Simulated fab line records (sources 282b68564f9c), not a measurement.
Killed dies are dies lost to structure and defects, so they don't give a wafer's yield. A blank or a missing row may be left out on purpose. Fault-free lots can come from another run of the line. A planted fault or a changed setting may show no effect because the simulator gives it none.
A lot that was struck, set against a sound lot || flow rit-cmos || 17 out of 202 route steps
Sound: wafers L794.3, L794.5, L794.6. Struck: wafers L810.2, L810.3, L810.4. The cause comes at the end.
At each step with rows: each side's tool, then ch and its chambers, then its first start. Under that, the readings that differ: sound wafers || struck wafers || difference of the means || sigmas: that difference in standard deviations of wafers without a fault.
alike: same words and numbers on both sides, and readings whose means sit less than 2 such deviations apart. not compared: any withheld reading, any reading some wafer has no value for, any bound like >300 that may hide the same value, and any number with overlapping values for which the record gives no deviation.
A row with sigmas, a row that says differs or no value, or rows on one side alone: a step with any of these is where the two part. Numbers that don't overlap but have no deviation are shown without sigmas and don't part them. A reading missing from all wafers of one side parts the sides only when that side holds two or more wafers.

first, 1 step without rows for these wafers: RIT_PRETRO_DEVELOP_05 (develop time 68 s).
RIT_PRETRO_OVL_MEAS_06:
  struck on overlay-01, day 6 18:02; sound on overlay-01, day 3 08:26
{"reading": "PRETRO_OVL (nm)", "sound": "-0.9 -1.1 -2.6", "struck": "1.1 2.0 2.2", "difference": "+3.3", "sigmas": "+2"}
then, 2 steps without rows for these wafers: RIT_PRETRO_HARDBAKE_07 (time 120 s); RIT_PRETRO_IMPLANT_08.
RIT_PRETRO_STRIP_09: strips in O2, time 180 s.
  sound on plasma-asher-02 ch 0,1, day 3 08:55; struck on plasma-asher-01 ch 0,1, day 6 18:28
  alike: drypump-motor-current-A
  not compared: rf-hours-counter-h
RIT_PRETRO_TW_MEAS_10:
  struck on film-metro-01, day 6 18:38; sound on film-metro-04, day 3 09:04
{"reading": "PRETRO_TW", "sound": "469.8 473.6 467.2", "struck": "476.9 474.5 476.1", "difference": "+5.6", "sigmas": "+2"}
then, 5 steps without rows for these wafers: RIT_GATE_WET_ETCH_00 (etches SiO2 in BOE, target depth 56 nm, time 60 s); RIT_GATE_CLEAN_01 (cleans in SC1, time 600 s); RIT_GATE_CLEAN_02 (cleans in dHF, time 30 s); RIT_GATE_CLEAN_03 (cleans in SC2, time 600 s); RIT_GATE_CLEAN_04 (cleans in dHF, time 60 s).
RIT_FOX2_THK_MEAS_91:
  struck on film-metro-03, day 6 19:28; sound on film-metro-03, day 3 09:34
  alike: FIELD_OXIDE_LEFT_2_THK
RIT_GATE_OXIDATION_05: target thk 3 nm, ox time 270 s.
  sound on furnace-03 ch 0, day 3 09:37; struck on furnace-03 ch 0, day 6 19:31
{"reading": "spike-tc-centre-C (C)", "sound": "903.7 901.7 902.4", "struck": "923.2 922.3 923.5", "difference": "+20.4", "sigmas": "+20"}
{"reading": "spike-tc-load-C (C)", "sound": "928.0 926.0 927.0", "struck": "947.7 945.6 947.8", "difference": "+20.0", "sigmas": "+11"}
{"reading": "spike-tc-source-C (C)", "sound": "919.6 918.8 921.6", "struck": "938.8 939.5 941.4", "difference": "+19.9", "sigmas": "+9"}
{"reading": "tube-center-temp-C (C)", "sound": "900.03 899.9 900.08", "struck": "920.12 920.04 920.03", "difference": "+20.06", "sigmas": "+99 or more"}
{"reading": "tube_center_temp_C_max", "sound": "902.7 902.2 901.9", "struck": "922.9 922.1 922.0", "difference": "+20.1", "sigmas": "+57"}
{"reading": "model.SiO2_of_GATE_OXIDATION_05.thk-nm (nm)", "sound": "2.966 2.947 2.963", "struck": "3.876 3.849 3.846", "difference": "+0.898", "sigmas": ""}
then, 1 step without rows for these wafers: RIT_GATE_ANNEAL_06 (time 600 s).
RIT_GATE_THK_MEAS_07:
  struck on film-metro-01, day 6 20:52; sound on film-metro-02, day 3 10:58
{"reading": "GATE_OXIDE_THK (nm)", "sound": "2.95 3.03 2.96", "struck": "3.82 3.83 3.82", "difference": "+0.84", "sigmas": "+15"}
then, 1 step without rows for these wafers: RIT_GATE_CVD_08 (deposits poly-Si from SiH4, target thk 250 nm, time 2220 s).
RIT_M1_PROBE_99:
  struck on prober-02, day 7 19:55; sound on prober-01, day 4 12:40
{"reading": "model.etest.pmos_0p3.r-on-ohm-um", "sound": "6254 6162 6419", "struck": "7826 7943 7850", "difference": "+1595", "sigmas": ""}
{"reading": "model.etest.pmos-turned.r-on-ohm-um", "sound": "3477 3508 3670", "struck": "3969 4046 4017", "difference": "+459", "sigmas": ""}
{"reading": "model.etest.pmos_0p15.r-on-ohm-um", "sound": "2785 2791 2920", "struck": "3203 3271 3223", "difference": "+400", "sigmas": ""}
{"reading": "model.etest.nmos_0p3.r-on-ohm-um", "sound": "2126 2131 2194", "struck": "2558 2578 2557", "difference": "+414", "sigmas": ""}
{"reading": "model.etest.nmos_0p15.r-on-ohm-um", "sound": "1132 1154 1182", "struck": "1232 1259 1257", "difference": "+93", "sigmas": ""}
{"reading": "model.etest.nmos_0p15.drive-ua-um", "sound": "477.1 467.7 460.9", "struck": "388 385.5 384", "difference": -83, "sigmas": ""}
{"reading": "model.etest.nmos-narrow.drive-ua-um", "sound": "233.4 235.1 234", "struck": "161.1 161.1 163.9", "difference": -72.1, "sigmas": ""}
{"reading": "model.etest.nmos_0p3.drive-ua-um", "sound": "233.9 233 230", "struck": "162.6 164.5 165.3", "difference": -68.2, "sigmas": ""}
  alike: killed-at-front-end, killed-dies, killed-open, killed-short

## WHERE THEY PART
Earliest at RIT_PRETRO_OVL_MEAS_06; latest, in this record, at RIT_GATE_THK_MEAS_07. Later steps at which nothing parts them and some readings are alike: RIT_M1_PROBE_99.

WHY: the cause the simulator had injected
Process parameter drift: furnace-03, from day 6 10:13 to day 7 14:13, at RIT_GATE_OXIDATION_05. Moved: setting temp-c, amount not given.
